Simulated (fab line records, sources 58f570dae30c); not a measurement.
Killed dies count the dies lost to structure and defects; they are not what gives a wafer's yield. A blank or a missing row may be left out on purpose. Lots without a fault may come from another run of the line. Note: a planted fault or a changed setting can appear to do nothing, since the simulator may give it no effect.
Shared-tool check :: flow berkeley_cmos170 :: 13 lots and 42 wafers in the sample

WHY THIS WAS OPENED
At UCB170_GATE_CD_MEAS_12 the reading cd_nm is flagged on 1 of 13 lots. Wafers without a fault read 349.7 nm, standard deviation 1.7.
Rule: a lot is flagged when every wafer of it that has a number lies more than 4 standard deviations from that mean, or none has a number. As for the other lots, they are considered sound.

lot: L775
measured: day 6 20:37
on: cd_sem-02
cd_nm (nm), wafer by wafer: 349.8 350.0 349.6
flag: 

lot: L773
measured: day 6 20:52
on: cd_sem-01
cd_nm (nm), wafer by wafer: 350.5 350.5 350.1
flag: 

lot: L776
measured: day 7 02:08
on: cd_sem-01
cd_nm (nm), wafer by wafer: 351.1 350.7 350.3
flag: 

lot: L777
measured: day 7 21:53
on: cd_sem-02
cd_nm (nm), wafer by wafer: 350.9 351.9 351.7
flag: 

lot: L781
measured: day 8 06:42
on: cd_sem-01
cd_nm (nm), wafer by wafer: 344.3 344.8 345.1
flag: 

lot: L779
measured: day 8 07:17
on: cd_sem-01
cd_nm (nm), wafer by wafer: 351.6 350.4 349.6
flag: 

lot: L786
measured: day 9 21:43
on: cd_sem-02
cd_nm (nm), wafer by wafer: 279.6 279.1 279.4 279.5 279.4 279.3
flag: FLAGGED

lot: L787
measured: day 10 12:32
on: cd_sem-01
cd_nm (nm), wafer by wafer: 349.8 351.8 350.0
flag: 

lot: L792
measured: day 11 12:47
on: cd_sem-02
cd_nm (nm), wafer by wafer: 350.2 350.7 350.3
flag: 

lot: L793
measured: day 11 13:31
on: cd_sem-02
cd_nm (nm), wafer by wafer: 350.1 350.7 349.7
flag: 

lot: L796
measured: day 12 02:40
on: cd_sem-01
cd_nm (nm), wafer by wafer: 347.9 348.0 348.3
flag: 

lot: L795
measured: day 12 03:00
on: cd_sem-02
cd_nm (nm), wafer by wafer: 348.9 349.3 349.2
flag: 

lot: L794
measured: day 12 03:04
on: cd_sem-02
cd_nm (nm), wafer by wafer: 349.3 350.2 349.0
flag: 
The numbers of the flagged lots are 279.4 nm on average: -70.3 nm against the usual, or -41 standard deviations.

WHICH TOOL RAN EACH LOT
The record keeps 1 process step preceding the reading, out of 331 steps on the route. In each cell: the tool, then ch and the chambers that the sampled wafers went through, then the start.
lot: L775
flag: 
UCB170_GATE_EXPOSE_09: krf_scanner-01 ch 0, day 6 20:03

lot: L773
flag: 
UCB170_GATE_EXPOSE_09: krf_scanner-02 ch 0, day 6 20:23

lot: L776
flag: 
UCB170_GATE_EXPOSE_09: krf_scanner-02 ch 0, day 7 01:45

lot: L777
flag: 
UCB170_GATE_EXPOSE_09: krf_scanner-02 ch 0, day 7 21:29

lot: L781
flag: 
UCB170_GATE_EXPOSE_09: krf_scanner-01 ch 0, day 8 05:58

lot: L779
flag: 
UCB170_GATE_EXPOSE_09: krf_scanner-02 ch 0, day 8 06:28

lot: L786
flag: FLAGGED
UCB170_GATE_EXPOSE_09: krf_scanner-01 ch 0, day 9 20:58

lot: L787
flag: 
UCB170_GATE_EXPOSE_09: krf_scanner-01 ch 0, day 10 12:09

lot: L792
flag: 
UCB170_GATE_EXPOSE_09: krf_scanner-01 ch 0, day 11 12:11

lot: L793
flag: 
UCB170_GATE_EXPOSE_09: krf_scanner-01 ch 0, day 11 12:31

lot: L796
flag: 
UCB170_GATE_EXPOSE_09: krf_scanner-01 ch 0, day 12 02:02

lot: L795
flag: 
UCB170_GATE_EXPOSE_09: krf_scanner-02 ch 0, day 12 02:20

lot: L794
flag: 
UCB170_GATE_EXPOSE_09: krf_scanner-01 ch 0, day 12 02:31
What the steps here do:
- UCB170_GATE_EXPOSE_09: exposes mask POLY, target cd 350 nm.
- UCB170_GATE_CD_MEAS_12: target cd 350 nm.

FLAGGED OVER TOTAL, TOOL BY TOOL (the gauges that took the reading come last)
step: UCB170_GATE_EXPOSE_09
tool: krf_scanner-01
lots run: 8
flagged: 1
share of the flagged lots: all
sound lots run after its first flagged lot: 5 (L787,L792,L793,L796,L794)

step: UCB170_GATE_EXPOSE_09
tool: krf_scanner-02
lots run: 5
flagged: 0
share of the flagged lots: none
sound lots run after its first flagged lot: -

step: UCB170_GATE_CD_MEAS_12
tool: cd_sem-01
lots run: 6
flagged: 0
share of the flagged lots: none
sound lots run after its first flagged lot: -

step: UCB170_GATE_CD_MEAS_12
tool: cd_sem-02
lots run: 7
flagged: 1
share of the flagged lots: all
sound lots run after its first flagged lot: 4 (L792,L793,L795,L794)

THE TABLE: WHAT IT ALLOWS
In 2 table rows, all flagged lots were run: krf_scanner-01 (UCB170_GATE_EXPOSE_09), cd_sem-02 (UCB170_GATE_CD_MEAS_12).
- krf_scanner-01 at UCB170_GATE_EXPOSE_09: 1 of its 8 lots flagged. Sound lots ran on it after the first flagged one (L787, L792, L793, L796, L794), which a lasting fault on the whole tool wouldn't allow.
- cd_sem-02 at UCB170_GATE_CD_MEAS_12: 1 of its 7 lots flagged. Sound lots ran on it after the first flagged one (L792, L793, L795, L794), which a lasting fault on the whole tool wouldn't allow.
Every row of the table either missed a flagged lot or ran a sound lot after the first.

WHAT WAS PUT IN BY THE SIMULATOR
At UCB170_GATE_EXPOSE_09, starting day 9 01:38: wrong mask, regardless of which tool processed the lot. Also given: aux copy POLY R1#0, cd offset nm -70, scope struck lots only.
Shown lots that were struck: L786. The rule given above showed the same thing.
